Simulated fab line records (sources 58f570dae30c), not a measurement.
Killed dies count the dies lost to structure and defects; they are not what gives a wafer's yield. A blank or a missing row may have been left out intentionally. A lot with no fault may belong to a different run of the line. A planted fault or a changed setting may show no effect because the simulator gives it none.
Which tool did it? || flow berkeley cmos170 || 13 lots with 39 wafers sampled at 2 steps, on a route of 331 steps

## WHAT THE GAUGES SHOWED, per wafer
The record holds no reading of a measuring or inspecting step that can be judged against a usual standard deviation.

## WHAT TOOL EACH LOT RAN ON (gives the tool, then ch and the chambers of the sampled wafers, and finally the start)
{"lot": "L982", "UCB170_NWELL_ETCH_13": "rie diel-03 ch 0,2, day 2 05:38", "UCB170_NWELL_STRIP_15": "plasma asher-04 ch 0,1, day 2 05:53"}
{"lot": "L984", "UCB170_NWELL_ETCH_13": "rie diel-01 ch 0,1,3, day 2 16:23", "UCB170_NWELL_STRIP_15": "plasma asher-04 ch 0, day 2 16:38"}
{"lot": "L986", "UCB170_NWELL_ETCH_13": "rie diel-01 ch 0,1, day 3 00:37", "UCB170_NWELL_STRIP_15": "plasma asher-04 ch 0,1, day 3 00:52"}
{"lot": "L985", "UCB170_NWELL_ETCH_13": "rie diel-03 ch 1,2, day 3 00:53", "UCB170_NWELL_STRIP_15": "plasma asher-03 ch 0,1, day 3 01:08"}
{"lot": "L987", "UCB170_NWELL_ETCH_13": "rie diel-02 ch 0,1,3, day 3 06:32", "UCB170_NWELL_STRIP_15": "plasma asher-02 ch 0,1, day 3 06:47"}
{"lot": "L990", "UCB170_NWELL_ETCH_13": "rie diel-03 ch 1,2,3, day 4 05:22", "UCB170_NWELL_STRIP_15": "plasma asher-03 ch 0,1, day 4 05:37"}
{"lot": "L994", "UCB170_NWELL_ETCH_13": "rie diel-03 ch 0,2,3, day 4 22:52", "UCB170_NWELL_STRIP_15": "plasma asher-04 ch 0,1, day 4 23:10"}
{"lot": "L998", "UCB170_NWELL_ETCH_13": "rie diel-02 ch 0,2,3, day 5 13:19", "UCB170_NWELL_STRIP_15": "plasma asher-03 ch 0,1, day 5 13:36"}
{"lot": "L999", "UCB170_NWELL_ETCH_13": "rie diel-02 ch 0,1,3, day 5 19:11", "UCB170_NWELL_STRIP_15": "plasma asher-03 ch 0,1, day 5 19:26"}
{"lot": "L100", "UCB170_NWELL_ETCH_13": "rie diel-01 ch 0,1,3, day 5 22:07", "UCB170_NWELL_STRIP_15": "plasma asher-04 ch 0,1, day 5 22:23"}
{"lot": "L102", "UCB170_NWELL_ETCH_13": "rie diel-01 ch 1,2,3, day 6 12:20", "UCB170_NWELL_STRIP_15": "plasma asher-04 ch 0,1, day 6 12:37"}
{"lot": "L103", "UCB170_NWELL_ETCH_13": "rie diel-02 ch 1,2,3, day 6 12:26", "UCB170_NWELL_STRIP_15": "plasma asher-02 ch 0,1, day 6 12:41"}
{"lot": "L104", "UCB170_NWELL_ETCH_13": "rie diel-01 ch 0,1,3, day 6 22:50", "UCB170_NWELL_STRIP_15": "plasma asher-03 ch 0,1, day 6 23:07"}
- UCB170_NWELL_ETCH_13: etches Si3N4 in CH3F/Ar/O2, stops on SiO2, target depth 246.4 nm, time 154 s.
- UCB170_NWELL_STRIP_15: strips in O2.

## WHAT THE TOOLS THEMSELVES READ (means of the sampled wafers that have a number; where no wafer has one, the mark that the record gives instead)
UCB170_NWELL_ETCH_13. Usual: drypump motor current A 5.9 A, standard deviation 0.49; oes product au 0.945 a.u., standard deviation 0.017; rf fwd power W 448.1 W, standard deviation 1.4; throttle valve pct 8.02 %, standard deviation 0.12.
{"lot": "L982", "tool": "rie diel-03", "drypump motor current A (A)": 5.6, "oes product au (a.u.)": 0.955, "rf fwd power W (W)": 447.7, "throttle valve pct (%)": 8.02, "flag": ""}
{"lot": "L984", "tool": "rie diel-01", "drypump motor current A (A)": 6.1, "oes product au (a.u.)": 0.945, "rf fwd power W (W)": 448.6, "throttle valve pct (%)": 8.04, "flag": ""}
{"lot": "L986", "tool": "rie diel-01", "drypump motor current A (A)": 5.8, "oes product au (a.u.)": 0.955, "rf fwd power W (W)": 448.7, "throttle valve pct (%)": 7.93, "flag": ""}
{"lot": "L985", "tool": "rie diel-03", "drypump motor current A (A)": 5.6, "oes product au (a.u.)": 0.951, "rf fwd power W (W)": 448.2, "throttle valve pct (%)": 8.03, "flag": ""}
{"lot": "L987", "tool": "rie diel-02", "drypump motor current A (A)": 6.0, "oes product au (a.u.)": 0.941, "rf fwd power W (W)": 449.5, "throttle valve pct (%)": 7.97, "flag": ""}
{"lot": "L990", "tool": "rie diel-03", "drypump motor current A (A)": 5.7, "oes product au (a.u.)": 0.958, "rf fwd power W (W)": 447.8, "throttle valve pct (%)": 8.06, "flag": ""}
{"lot": "L994", "tool": "rie diel-03", "drypump motor current A (A)": 5.8, "oes product au (a.u.)": 0.955, "rf fwd power W (W)": 471.8, "throttle valve pct (%)": 8.06, "flag": "OFF"}
{"lot": "L998", "tool": "rie diel-02", "drypump motor current A (A)": 5.9, "oes product au (a.u.)": 0.930, "rf fwd power W (W)": 447.1, "throttle valve pct (%)": 8.03, "flag": ""}
{"lot": "L999", "tool": "rie diel-02", "drypump motor current A (A)": 6.0, "oes product au (a.u.)": 0.953, "rf fwd power W (W)": 448.5, "throttle valve pct (%)": 7.96, "flag": ""}
{"lot": "L100", "tool": "rie diel-01", "drypump motor current A (A)": 6.1, "oes product au (a.u.)": 0.933, "rf fwd power W (W)": 448.1, "throttle valve pct (%)": 8.03, "flag": ""}
{"lot": "L102", "tool": "rie diel-01", "drypump motor current A (A)": 6.0, "oes product au (a.u.)": 0.949, "rf fwd power W (W)": 447.0, "throttle valve pct (%)": 7.94, "flag": ""}
{"lot": "L103", "tool": "rie diel-02", "drypump motor current A (A)": 5.9, "oes product au (a.u.)": 0.922, "rf fwd power W (W)": 447.1, "throttle valve pct (%)": 8.05, "flag": ""}
{"lot": "L104", "tool": "rie diel-01", "drypump motor current A (A)": 6.1, "oes product au (a.u.)": 0.938, "rf fwd power W (W)": 447.6, "throttle valve pct (%)": 8.03, "flag": ""}

UCB170_NWELL_STRIP_15. Usual: drypump motor current A 5.7 A, standard deviation 0.46; oes product au 0.721 a.u., standard deviation 0.0046; strip time to endpoint s 18.04 s, standard deviation 0.078.
{"lot": "L982", "tool": "plasma asher-04", "drypump motor current A (A)": 6.2, "oes product au (a.u.)": 0.726, "strip time to endpoint s (s)": 18.09, "flag": ""}
{"lot": "L984", "tool": "plasma asher-04", "drypump motor current A (A)": 6.2, "oes product au (a.u.)": 0.719, "strip time to endpoint s (s)": 17.97, "flag": ""}
{"lot": "L986", "tool": "plasma asher-04", "drypump motor current A (A)": 6.1, "oes product au (a.u.)": 0.722, "strip time to endpoint s (s)": 18.16, "flag": ""}
{"lot": "L985", "tool": "plasma asher-03", "drypump motor current A (A)": 5.2, "oes product au (a.u.)": 0.716, "strip time to endpoint s (s)": 18.07, "flag": ""}
{"lot": "L987", "tool": "plasma asher-02", "drypump motor current A (A)": 6.0, "oes product au (a.u.)": 0.724, "strip time to endpoint s (s)": 18.04, "flag": ""}
{"lot": "L990", "tool": "plasma asher-03", "drypump motor current A (A)": 5.3, "oes product au (a.u.)": 0.725, "strip time to endpoint s (s)": 17.95, "flag": ""}
{"lot": "L994", "tool": "plasma asher-04", "drypump motor current A (A)": 6.1, "oes product au (a.u.)": 0.722, "strip time to endpoint s (s)": 17.99, "flag": ""}
{"lot": "L998", "tool": "plasma asher-03", "drypump motor current A (A)": 5.3, "oes product au (a.u.)": 0.721, "strip time to endpoint s (s)": 18.06, "flag": ""}
{"lot": "L999", "tool": "plasma asher-03", "drypump motor current A (A)": 5.3, "oes product au (a.u.)": 0.719, "strip time to endpoint s (s)": 18.09, "flag": ""}
{"lot": "L100", "tool": "plasma asher-04", "drypump motor current A (A)": 6.0, "oes product au (a.u.)": 0.720, "strip time to endpoint s (s)": 17.95, "flag": ""}
{"lot": "L102", "tool": "plasma asher-04", "drypump motor current A (A)": 6.1, "oes product au (a.u.)": 0.721, "strip time to endpoint s (s)": 17.97, "flag": ""}
{"lot": "L103", "tool": "plasma asher-02", "drypump motor current A (A)": 6.0, "oes product au (a.u.)": 0.723, "strip time to endpoint s (s)": 18.05, "flag": ""}
{"lot": "L104", "tool": "plasma asher-03", "drypump motor current A (A)": 5.3, "oes product au (a.u.)": 0.722, "strip time to endpoint s (s)": 18.12, "flag": ""}

## THE ANSWER, worked out from the rows above alone
Rule: take the mean of a lot's wafers that have a number; if it is more than 3 standard deviations from the usual mean, the lot is off. Also off: a lot with no number at a reading for which 4 or more lots have one. Any other lot the step has rows for is counted as sound. First the gauges in route order, then the tools' own readings, where a lot's mean is used as printed above. The first step at which some lot is off is used, and at that step the reading that is off furthest; a lot without a number counts as furthest.
Off: L994 (UCB170_NWELL_ETCH_13, rf fwd power W).
If a tool, at that step or one of the process steps before it, ran each lot that is off and ran no sound lot following the first of them, it fits. One fits: UCB170_NWELL_ETCH_13 on rie diel-03. A fault onset in the window from L990 (day 4 05:22, its last sound lot) to L994 (day 4 22:52, its first lot off) fits.
The tool's own readings at UCB170_NWELL_ETCH_13 bear it out: on the lots that are off they differ by more than 5 times the standard deviation of the sound lots' means. rf fwd power W reads 471.8 W there against 448.0 W on the sound lots.

## WHAT THE SIMULATOR PUT IN
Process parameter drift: rie diel-03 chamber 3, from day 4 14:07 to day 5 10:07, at UCB170_NWELL_ETCH_13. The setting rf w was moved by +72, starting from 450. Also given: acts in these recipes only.
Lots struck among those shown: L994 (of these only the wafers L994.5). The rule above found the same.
